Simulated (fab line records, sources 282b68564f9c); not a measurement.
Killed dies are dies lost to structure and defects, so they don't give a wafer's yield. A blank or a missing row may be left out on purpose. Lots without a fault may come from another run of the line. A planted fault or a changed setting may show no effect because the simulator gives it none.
Which tool did it? | flow rit_cmos | 15 lots, 45 wafers sampled, at 4 steps of a route of 202

WHAT THE GAUGES READ, wafer by wafer
RIT_ACTIVE_BOW_MEAS_00.
lot  | measured    | on            | INCOMING_BOW (um)
L625 | day 1 10:00 | film_metro-03 | 3 8 -3
L626 | day 1 15:01 | film_metro-04 | 4 10 4
L627 | day 1 20:00 | film_metro-01 | 12 2 -7
L628 | day 2 01:01 | film_metro-01 | -10 -9 -4
L629 | day 2 06:00 | film_metro-04 | 1 5 -6
L630 | day 2 11:01 | film_metro-04 | 9 0 -14
L631 | day 2 16:01 | film_metro-04 | 7 -4 -8
L632 | day 2 21:02 | film_metro-04 | -4 6 7
L633 | day 3 02:01 | film_metro-04 | -19 2 6
L634 | day 3 07:00 | film_metro-04 | -6 -13 -10
L635 | day 3 12:00 | film_metro-04 | 4 3 3
L640 | day 4 13:00 | film_metro-03 | 14 -7 5
L645 | day 5 14:00 | film_metro-03 | -8 5 3
L647 | day 6 00:04 | film_metro-03 | -11 -1 -2
L648 | day 6 05:00 | film_metro-04 | -3 -8 7

RIT_GATE_THK_MEAS_09.
lot  | measured    | on            | GATE_POLY_THK (nm)
L625 | day 2 22:34 | film_metro-04 | 251.2 252.2 252.5
L626 | day 2 23:09 | film_metro-01 | 247.2 248.2 247.9
L627 | day 3 02:13 | film_metro-04 | 249.5 250.1 250.8
L628 | day 3 05:04 | film_metro-01 | 248.8 249.3 249.3
L629 | day 3 19:04 | film_metro-02 | 249.0 250.3 248.3
L630 | day 3 19:04 | film_metro-01 | 251.5 251.1 249.6
L631 | day 3 19:04 | film_metro-04 | 249.9 249.4 247.9
L632 | day 3 23:50 | film_metro-02 | 251.0 250.8 249.9
L633 | day 4 08:28 | film_metro-04 | 504.9 503.9 504.8 505.2 504.2 505.0
L634 | day 4 13:23 | film_metro-04 | 504.5 501.7 501.4 504.4 501.1 501.1
L635 | day 4 18:14 | film_metro-01 | 501.9 500.8 500.9 501.7 500.7 500.8
L640 | day 5 18:51 | film_metro-02 | 252.0 251.0 249.8
L645 | day 7 00:25 | film_metro-04 | 251.1 251.3 250.5
L647 | day 7 14:00 | film_metro-01 | 249.5 249.1 246.9
L648 | day 7 18:07 | film_metro-01 | 247.0 248.8 248.6

RIT_M1_CD_MEAS_90: target cd 2600 nm.
lot  | measured    | on        | cd_nm (nm)
L625 | day 3 18:05 | cd_sem-02 | 2600.1 2602.0 2599.6
L626 | day 3 20:26 | cd_sem-01 | 2603.0 2601.6 2605.7
L627 | day 3 22:41 | cd_sem-02 | 2602.7 2596.4 2601.2
L628 | day 4 03:29 | cd_sem-02 | 2598.7 2600.6 2596.6
L629 | day 4 17:19 | cd_sem-02 | 2603.2 2606.0 2602.2
L630 | day 4 17:01 | cd_sem-01 | 2597.1 2597.0 2600.6
L631 | day 4 16:55 | cd_sem-02 | 2603.1 2600.5 2598.5
L632 | day 4 21:32 | cd_sem-01 | 2600.7 2599.7 2598.9
L640 | day 6 13:54 | cd_sem-02 | 2605.7 2606.0 2606.2
L645 | day 7 21:19 | cd_sem-02 | 2598.4 2599.5 2602.1
L647 | day 8 13:32 | cd_sem-02 | 2600.6 2600.5 2598.2
L648 | day 8 15:02 | cd_sem-02 | 2606.2 2601.0 2602.1

WHICH TOOL RAN EACH LOT (tool, then ch and the chambers of the sampled wafers, then the start)
lot  | RIT_GATE_CVD_08
L625 | lpcvd-01 ch 0, day 2 20:57
L626 | lpcvd-02 ch 0, day 2 21:31
L627 | lpcvd-02 ch 1, day 3 00:35
L628 | lpcvd-01 ch 0, day 3 03:26
L629 | lpcvd-02 ch 1, day 3 17:27
L630 | lpcvd-02 ch 1, day 3 17:27
L631 | lpcvd-02 ch 1, day 3 17:27
L632 | lpcvd-02 ch 0, day 3 22:11
L633 | lpcvd-02 ch 1, day 4 03:17
L634 | lpcvd-02 ch 1, day 4 08:14
L635 | lpcvd-02 ch 1, day 4 13:11 and lpcvd-01 ch 1, day 4 16:37
L640 | lpcvd-01 ch 1, day 5 17:14
L645 | lpcvd-01 ch 0, day 6 22:48
L647 | lpcvd-01 ch 0, day 7 11:33
L648 | lpcvd-01 ch 1, day 7 16:30
- RIT_GATE_CVD_08: deposits poly-Si from SiH4, target thk 250 nm, time 2220 s.

WHAT THE TOOLS THEMSELVES READ (means of the sampled wafers that have a number; where no wafer has one, the mark that the record gives instead)
RIT_GATE_CVD_08.
lot  | tool              | sih4_flow_sccm (sccm) | susceptor_temp_C (C)
L625 | lpcvd-01          | 100.18                | 609.98
L626 | lpcvd-02          | 99.78                 | 610.22
L627 | lpcvd-02          | 100.24                | 610.21
L628 | lpcvd-01          | 99.57                 | 610.23
L629 | lpcvd-02          | 100.06                | 609.53
L630 | lpcvd-02          | 100.02                | 610.27
L631 | lpcvd-02          | 99.90                 | 609.78
L632 | lpcvd-02          | 100.01                | 609.89
L633 | lpcvd-02          | 99.95                 | 609.86
L634 | lpcvd-02          | 100.12                | 609.81
L635 | lpcvd-02/lpcvd-01 | 99.97                 | 610.00
L640 | lpcvd-01          | 100.29                | 609.59
L645 | lpcvd-01          | 100.19                | 609.92
L647 | lpcvd-01          | 100.13                | 609.87
L648 | lpcvd-01          | 100.16                | 609.99

THE ANSWER, worked out from the rows above alone
Rule: what is usual is taken from the lots themselves. Put in order of their means at a reading, lots are off if they are a third of the lots or fewer, leave a main group of 4 or more, and stand apart from it by a gap of 3 or more times the standard deviation of the main group's means; of several such gaps the widest counts. A main group whose means are all the same, to the digits that the tables above print for the reading, isn't used. A lot without any number at a reading at which 4 lots or more have one is off too. The other lots that the step has rows for count as sound. The gauges are gone through in route order, then the tools' own readings, and for those a lot's mean is taken as printed above. The first step at which some lot is off is used, and at that step the reading that is off furthest; a lot without a number counts as furthest.
Off: L633, L634, L635, at RIT_GATE_THK_MEAS_09 (GATE_POLY_THK). The main group: mean 249.8 nm, standard deviation 1.3.
A tool fits if, at a process step before that reading, it ran every lot that is off, and no sound lot after the first of them. The gauges at RIT_GATE_THK_MEAS_09 are tried like those tools. One fits: lpcvd-02 at RIT_GATE_CVD_08. Its last sound lot is L632 (day 3 22:11), its first lot that is off L633 (day 4 03:17): a fault that began between those two fits.

WHAT THE SIMULATOR HAD PUT IN
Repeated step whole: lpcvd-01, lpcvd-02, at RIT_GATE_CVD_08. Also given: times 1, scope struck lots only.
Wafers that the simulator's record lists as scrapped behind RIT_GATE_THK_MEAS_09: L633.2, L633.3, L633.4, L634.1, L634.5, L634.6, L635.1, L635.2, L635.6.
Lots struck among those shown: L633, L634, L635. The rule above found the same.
